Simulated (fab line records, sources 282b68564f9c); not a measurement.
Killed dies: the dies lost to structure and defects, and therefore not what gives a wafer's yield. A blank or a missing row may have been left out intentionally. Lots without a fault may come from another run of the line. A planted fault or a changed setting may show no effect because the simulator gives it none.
fab line records ; flow rit_cmos
record lots=9; wafers=27; last_day=7
route steps=202 shown GATE@85 NSD@137 PSD@151 M1@198
lots that met no fault: from a run of the same line without faults
start_h: start of the lot's first displayed wafer, in hours after the record's first day ; wait_h: hours since the lot's step before ; " unchanged from the row above ; L1.1+2: several wafers, shown together as one row ; - either no value or no given start ; * or withheld: withheld ; < > ~ a bound
route shown NAME@n: NAME is a module with steps in the file, n the number in the route of the first one ; usual: mean/standard deviation of fault-free wafers ; same: alike in all rows ; chamber/n: place in a boat ; sites: each site's reading ; _std_site: the values' standard deviation ; _edge_site: inner sites' mean taken away from outer sites' mean ; radius_mm: how far each site lies from the wafer's centre ; mask NAME#n: copy n ; behind: tool/chamber where the wafer was last shaped ; hold: what put the lot on hold/how long, in hours/how the hold closed ; device: transistor that didn't switch, given as n, p or np ; end of line: tests run on the same wafers once the route is complete ; step lacking rows: just its recipe ; killed: the dies lost at the first sort to structure and to defects; this is not the yield of the wafer ; map: a wafer's dies, marking killed ones x, the rest . and places with no die _
set.NAME: the run value of the setting; set.NAME@STEP: its run value at that earlier step ; model.NAME: the simulator's own value behind a step, which no gauge read
the route's steps for a sample of lots (tables are steps, rows are wafers)
services: when a tool's chamber went out of use (start_h, in hours from the record's first day, below 0 if earlier), for how many hours, and the reason
## steps
# step RIT_GATE_THK_MEAS_09
# recipe reads=poly-Si_of_GATE_CVD_08
# usual GATE_POLY_THK=251.1/2.7
lot.wafer;tool;chamber;start_h;wait_h;GATE_POLY_THK[nm]
L653.1;film_metro-03;-;71.06;0.0;248.8
L653.3;film_metro-03;-;71.06;0.0;249.8
L653.6;film_metro-03;-;71.06;0.0;249.7
L655.1;film_metro-01;-;80.65;0.0;253.5
L655.3;film_metro-01;-;80.65;0.0;253.0
L655.6;film_metro-01;-;80.65;0.0;253.7
L658.2;film_metro-03;-;99.32;0.0;247.5
L658.4;film_metro-03;-;99.32;0.0;246.0
L658.6;film_metro-03;-;99.32;0.0;248.3
L659.3;film_metro-03;-;101.09;0.0;253.7
L659.5;film_metro-03;-;101.09;0.0;255.5
L659.6;film_metro-03;-;101.09;0.0;255.6
L660.3;film_metro-02;-;105.92;0.0;252.1
L660.4;film_metro-02;-;105.92;0.0;251.2
L660.5;film_metro-02;-;105.92;0.0;250.0
L662.2;film_metro-01;-;116.74;0.0;250.8
L662.5;film_metro-01;-;116.74;0.0;249.6
L662.6;film_metro-01;-;116.74;0.0;250.0
L667.3;film_metro-01;-;140.50;0.0;248.3
L667.4;film_metro-01;-;140.50;0.0;251.3
L667.5;film_metro-01;-;140.50;0.0;250.1
L668.3;film_metro-03;-;146.08;0.0;252.1
L668.4;film_metro-03;-;146.08;0.0;251.7
L668.6;film_metro-03;-;146.08;0.0;248.4
L669.1;film_metro-02;-;151.37;0.0;249.5
L669.2;film_metro-02;-;151.37;0.0;249.1
L669.6;film_metro-02;-;151.37;0.0;249.9
# step RIT_NSD_OVL_MEAS_06
# usual NSD_OVL=1.2/1.3
lot.wafer;tool;chamber;start_h;wait_h;NSD_OVL[nm]
L653.1;overlay-01;-;82.71;-;0.6
L653.3;overlay-01;-;82.71;-;2.7
L653.6;overlay-01;-;82.71;-;0.9
L655.1;overlay-02;-;91.86;-;3.6
L655.3;overlay-02;-;91.86;-;4.1
L655.6;overlay-02;-;91.86;-;4.8
L658.2;overlay-02;-;111.96;-;-0.4
L658.4;overlay-02;-;111.96;-;1.1
L658.6;overlay-02;-;111.96;-;0.7
L659.3;overlay-02;-;113.98;-;0.1
L659.5;overlay-02;-;113.98;-;1.1
L659.6;overlay-02;-;113.98;-;0.6
L660.3;overlay-02;-;117.58;-;-0.6
L660.4;overlay-02;-;117.58;-;0.6
L660.5;overlay-02;-;117.58;-;2.0
L662.2;overlay-02;-;127.61;-;0.9
L662.5;overlay-02;-;127.61;-;0.1
L662.6;overlay-02;-;127.61;-;0.0
L667.3;overlay-02;-;151.75;-;1.9
L667.4;overlay-02;-;151.75;-;1.0
L667.5;overlay-02;-;151.75;-;2.7
L668.3;overlay-01;-;157.39;-;2.5
L668.4;overlay-01;-;157.39;-;1.2
L668.6;overlay-01;-;157.39;-;0.3
L669.1;overlay-01;-;163.04;-;0.7
L669.2;overlay-01;-;163.04;-;1.9
L669.6;overlay-01;-;163.04;-;0.2
# step RIT_PSD_STRIP_09
# recipe chemistry=O2; time_s=180; resist=NOVOLAK; platen_temp_c=withheld; power_w=500; pressure_mtorr=4000; o2_flow_sccm=4000
# usual drypump_motor_current_A=5.9/0.57; run_length_s=208.2/0.44
lot.wafer;tool;chamber;start_h;wait_h;drypump_motor_current_A;rf_hours_counter_h;run_length_s
L653.1;plasma_asher-04;0;84.47;0.1;5.8;46;208.9
L653.3;plasma_asher-04;0;84.47;0.1;5.8;-;208.7
L653.6;plasma_asher-04;1;84.47;0.1;6.5;-;208.7
L655.1;plasma_asher-04;1;93.75;0.1;6.5;47;208.1
L655.3;plasma_asher-04;0;93.75;0.1;5.8;-;209.0
L655.6;plasma_asher-04;0;93.75;0.1;5.8;-;209.3
L658.2;plasma_asher-03;1;113.77;0.1;6.1;31;208.3
L658.4;plasma_asher-03;1;113.77;0.1;6.1;-;208.1
L658.6;plasma_asher-03;0;113.77;0.1;4.9;-;207.9
L659.3;plasma_asher-03;0;115.79;0.1;4.9;-;207.9
L659.5;plasma_asher-03;0;115.79;0.1;4.9;-;208.3
L659.6;plasma_asher-03;1;115.79;0.1;6.1;-;208.2
L660.3;plasma_asher-04;1;119.50;0.1;6.5;-;208.0
L660.4;plasma_asher-04;0;119.50;0.1;5.8;-;208.7
L660.5;plasma_asher-04;0;119.50;0.1;5.8;-;208.9
L662.2;plasma_asher-04;0;129.36;0.1;5.8;51;208.6
L662.5;plasma_asher-04;1;129.36;0.1;6.5;-;208.7
L662.6;plasma_asher-04;0;129.36;0.1;5.8;-;208.5
L667.3;plasma_asher-02;0;153.79;0.1;6.2;-;207.4
L667.4;plasma_asher-02;1;153.79;0.1;4.9;-;207.7
L667.5;plasma_asher-02;1;153.79;0.1;4.9;-;208.0
L668.3;plasma_asher-02;0;159.32;0.1;6.2;-;207.7
L668.4;plasma_asher-02;1;159.32;0.1;4.9;-;208.2
L668.6;plasma_asher-02;1;159.32;0.1;4.9;-;207.5
L669.1;plasma_asher-04;1;164.80;0.1;6.5;55;208.0
L669.2;plasma_asher-04;0;164.80;0.1;5.8;55;208.6
L669.6;plasma_asher-04;0;164.80;0.1;5.8;-;208.6
# step RIT_M1_STRIP_14
# recipe chemistry=O2; time_s=180; platen_temp_c=withheld; power_w=500; pressure_mtorr=4000; o2_flow_sccm=4000
# usual drypump_motor_current_A=5.6/0.51; run_length_s=208.3/0.35
lot.wafer;tool;chamber;start_h;wait_h;drypump_motor_current_A;rf_hours_counter_h;run_length_s
L653.1;plasma_asher-01;0;90.68;0.0;5.2;46;186.7
L653.3;plasma_asher-01;0;90.68;0.0;5.2;-;186.9
L653.6;plasma_asher-01;0;90.68;0.0;5.2;-;186.4
L655.1;plasma_asher-01;0;100.21;0.0;5.2;47;186.2
L655.3;plasma_asher-01;1;100.21;0.0;5.9;-;208.9
L655.6;plasma_asher-01;0;100.21;0.0;5.2;-;186.3
L658.2;plasma_asher-03;1;120.23;0.0;6.0;32;207.9
L658.4;plasma_asher-03;1;120.23;0.0;6.1;-;208.1
L658.6;plasma_asher-03;1;120.23;0.0;6.1;-;208.0
L659.3;plasma_asher-04;1;122.34;0.1;6.5;-;208.0
L659.5;plasma_asher-04;0;122.34;0.1;5.8;-;208.4
L659.6;plasma_asher-04;1;122.34;0.1;6.5;-;208.1
L660.3;plasma_asher-03;1;125.85;0.1;6.1;-;208.2
L660.4;plasma_asher-03;0;125.85;0.1;4.9;-;208.0
L660.5;plasma_asher-03;0;125.85;0.1;4.9;-;208.0
L662.2;plasma_asher-04;0;135.62;0.0;5.8;52;209.0
L662.5;plasma_asher-04;1;135.62;0.0;6.5;-;208.0
L662.6;plasma_asher-04;0;135.62;0.0;5.8;-;208.5
L667.3;plasma_asher-04;1;159.77;0.1;6.5;-;208.0
L667.4;plasma_asher-04;0;159.77;0.1;5.8;-;208.9
L667.5;plasma_asher-04;1;159.77;0.1;6.5;-;208.3
L668.3;plasma_asher-01;0;165.31;0.1;5.2;-;208.2
L668.4;plasma_asher-01;1;165.31;0.1;5.9;-;208.6
L668.6;plasma_asher-01;1;165.31;0.1;5.9;-;208.5
L669.1;plasma_asher-03;0;171.06;0.0;4.9;38;208.2
L669.2;plasma_asher-03;1;171.06;0.0;6.1;38;208.0
L669.6;plasma_asher-03;0;171.06;0.0;4.9;-;207.9
# step RIT_M1_PROBE_99
# usual defect_limited_yield=97.3/1.1; killed_at_contacts=0.1/0.3; killed_at_front_end=7.1/3; killed_dies=7.3/3; killed_open=3.6/2; killed_short=3.5/1.9
# same gross_dies=264; killed_at_M0_to_M3=0; killed_at_M4_up=0; killed_at_back_side=0; killed_at_other=0
lot.wafer;tool;chamber;start_h;wait_h;defect_limited_yield[%];killed_at_contacts;killed_at_front_end;killed_dies;killed_open;killed_short
L653.1;prober-02;-;92.59;0.1;96.6;0;9;9;4;3
L653.3;prober-02;-;92.69;0.2;97.3;0;7;7;2;5
L653.6;prober-02;-;92.84;0.2;97.3;0;7;7;4;3
L655.1;prober-02;-;102.21;0.1;98.5;0;4;4;1;3
L655.3;prober-02;-;102.31;0.2;98.1;0;5;5;4;1
L655.6;prober-02;-;102.46;0.2;98.9;0;3;3;1;2
L658.2;prober-01;-;122.20;0.1;98.5;0;4;4;2;2
L658.4;prober-01;-;122.30;0.2;97.3;0;7;7;4;3
L658.6;prober-01;-;122.40;0.2;95.8;0;11;11;3;8
L659.3;prober-02;-;124.30;0.2;98.1;0;5;5;4;1
L659.5;prober-02;-;124.40;0.2;97.3;1;6;7;2;5
L659.6;prober-02;-;124.45;0.2;95.5;0;12;12;6;6
L660.3;prober-01;-;128.77;0.2;98.1;0;5;5;3;2
L660.4;prober-01;-;128.82;0.2;96.6;0;9;9;2;7
L660.5;prober-01;-;128.87;0.2;98.5;0;4;4;1;3
L662.2;prober-01;-;138.42;0.1;99.6;0;1;1;1;0
L662.5;prober-01;-;138.57;0.2;99.2;0;2;2;1;1
L662.6;prober-01;-;138.62;0.2;97.0;0;8;8;4;4
L667.3;prober-02;-;161.73;0.2;97.0;0;8;8;5;3
L667.4;prober-02;-;161.78;0.2;95.1;1;12;13;7;6
L667.5;prober-02;-;161.83;0.2;97.0;0;8;8;5;3
L668.3;prober-01;-;167.27;0.2;97.7;0;6;6;2;4
L668.4;prober-01;-;167.32;0.2;97.3;0;7;7;6;1
L668.6;prober-01;-;167.42;0.2;98.9;0;3;3;2;1
L669.1;prober-02;-;172.97;0.1;96.2;0;10;10;5;5
L669.2;prober-02;-;173.02;0.1;99.2;0;2;2;0;2
L669.6;prober-02;-;173.22;0.2;98.5;0;4;4;2;2
# killed by level:class
L653.1 REOX:geometric_particle:open=2 GATE:coat_microbubble_printed=2 FOX1:geometric_particle:short=1 FOX2:geometric_particle:short=1 GATE:geometric_particle:short=1 GATE:geometric_particle:open=1 SILICIDE:geometric_particle:open=1
L653.3 REOX:geometric_particle:short=2 SPACER:geometric_particle:short=2 FOX1:geometric_particle:open=1 GATE:geometric_particle:short=1 GATE:geometric_particle:open=1
L653.6 SPACER:geometric_particle:open=2 FOX2:geometric_particle:open=1 FOX2:geometric_particle:short=1 GATE:geometric_particle:open=1 GATE:geometric_particle:short=1 REOX:geometric_particle:short=1
L655.1 SILICIDE:geometric_particle:short=2 GATE:geometric_particle:open=1 REOX:geometric_particle:short=1
L655.3 SILICIDE:geometric_particle:open=2 FOX1:geometric_particle:open=1 GATE:geometric_particle:open=1 GATE:geometric_particle:short=1
L655.6 SPACER:geometric_particle:short=1 SILICIDE:geometric_particle:short=1 SILICIDE:geometric_particle:open=1
L658.2 GATE:geometric_particle:short=2 FOX1:geometric_particle:open=1 REOX:geometric_particle:open=1
L658.4 GATE:geometric_particle:open=2 FOX2:geometric_particle:short=1 GATE:geometric_particle:short=1 REOX:geometric_particle:short=1 REOX:geometric_particle:open=1 SPACER:geometric_particle:open=1
L658.6 FOX1:geometric_particle:open=2 FOX1:geometric_particle:short=2 SPACER:geometric_particle:short=2 REOX:geometric_particle:short=2 GATE:geometric_particle:short=1 GATE:geometric_particle:open=1 SILICIDE:geometric_particle:short=1
L659.3 FOX2:geometric_particle:open=1 GATE:geometric_particle:open=1 GATE:geometric_particle:short=1 SPACER:geometric_particle:open=1 SILICIDE:geometric_particle:open=1
L659.5 SPACER:geometric_particle:short=2 FOX1:geometric_particle:short=1 CONTACT:geometric_particle:open=1 GATE:geometric_particle:open=1 GATE:geometric_particle:short=1 SILICIDE:geometric_particle:short=1
L659.6 GATE:geometric_particle:short=5 GATE:geometric_particle:open=3 FOX1:geometric_particle:open=1 FOX2:geometric_particle:short=1 FOX2:geometric_particle:open=1 SPACER:geometric_particle:open=1
L660.3 SPACER:geometric_particle:open=2 FOX1:geometric_particle:short=1 GATE:geometric_particle:open=1 SPACER:geometric_particle:short=1
L660.4 FOX2:geometric_particle:short=2 GATE:geometric_particle:short=2 FOX1:geometric_particle:open=1 FOX1:geometric_particle:short=1 GATE:geometric_particle:open=1 REOX:geometric_particle:short=1 SPACER:geometric_particle:short=1
L660.5 SPACER:geometric_particle:short=2 FOX2:geometric_particle:open=1 GATE:geometric_particle:short=1
L662.2 REOX:geometric_particle:open=1
L662.5 GATE:geometric_particle:short=1 REOX:geometric_particle:open=1
L662.6 GATE:geometric_particle:open=2 GATE:geometric_particle:short=2 FOX2:geometric_particle:short=1 REOX:geometric_particle:short=1 SPACER:geometric_particle:open=1 SILICIDE:geometric_particle:open=1
L667.3 GATE:geometric_particle:open=3 FOX1:geometric_particle:short=2 GATE:geometric_particle:short=1 SPACER:geometric_particle:open=1 SILICIDE:geometric_particle:open=1
L667.4 SPACER:geometric_particle:short=3 FOX2:geometric_particle:open=2 GATE:geometric_particle:short=2 GATE:geometric_particle:open=2 FOX1:geometric_particle:open=1 FOX1:geometric_particle:short=1 REOX:geometric_particle:open=1 CONTACT:geometric_particle:open=1
L667.5 GATE:geometric_particle:open=2 GATE:geometric_particle:short=2 REOX:geometric_particle:open=2 SPACER:geometric_particle:open=1 SPACER:geometric_particle:short=1
L668.3 FOX1:geometric_particle:short=2 ACTIVE:geometric_particle:short=1 REOX:geometric_particle:open=1 SILICIDE:geometric_particle:short=1 SILICIDE:geometric_particle:open=1
L668.4 GATE:geometric_particle:open=4 SPACER:geometric_particle:open=2 GATE:geometric_particle:short=1
L668.6 GATE:geometric_particle:open=2 SILICIDE:geometric_particle:short=1
L669.1 GATE:geometric_particle:open=2 GATE:geometric_particle:short=2 SILICIDE:geometric_particle:open=2 FOX1:geometric_particle:short=1 FOX2:geometric_particle:short=1 REOX:geometric_particle:open=1 SILICIDE:geometric_particle:short=1
L669.2 GATE:geometric_particle:short=1 SILICIDE:geometric_particle:short=1
L669.6 FOX1:geometric_particle:short=1 FOX1:geometric_particle:open=1 FOX2:geometric_particle:short=1 GATE:geometric_particle:open=1
## services
tool;chamber;start_h;hours;kind
plasma_asher-02;-;108.75;9.0;pm
plasma_asher-02;0;108.75;9.0;vent_cycle
plasma_asher-02;1;108.75;9.0;vent_cycle
plasma_asher-03;-;110.13;0.6;repair
plasma_asher-02;0;117.75;-;clean
plasma_asher-02;1;117.75;-;clean
plasma_asher-02;-;120.17;14.6;pm
## key
first_sign step=RIT_M1_STRIP_14; reading=run_length_s; direction=down; sigmas=62; usual=*; struck=*
effect none on later readings
met_at RIT_M1_STRIP_14
struck_lots L653,L655
struck_wafers L653.1,L653.3,L653.6,L655.1,L655.6
not_acting_at RIT_GATE_THK_MEAS_09,RIT_NSD_OVL_MEAS_06,RIT_PSD_STRIP_09
fault kind=process_parameter_drift; tool=plasma_asher-01; chamber=0; onset_h=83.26; steps=RIT_M1_STRIP_14; channel=time_s; offset=*; shape=step; end_h=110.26; acts_in=*; stated=*
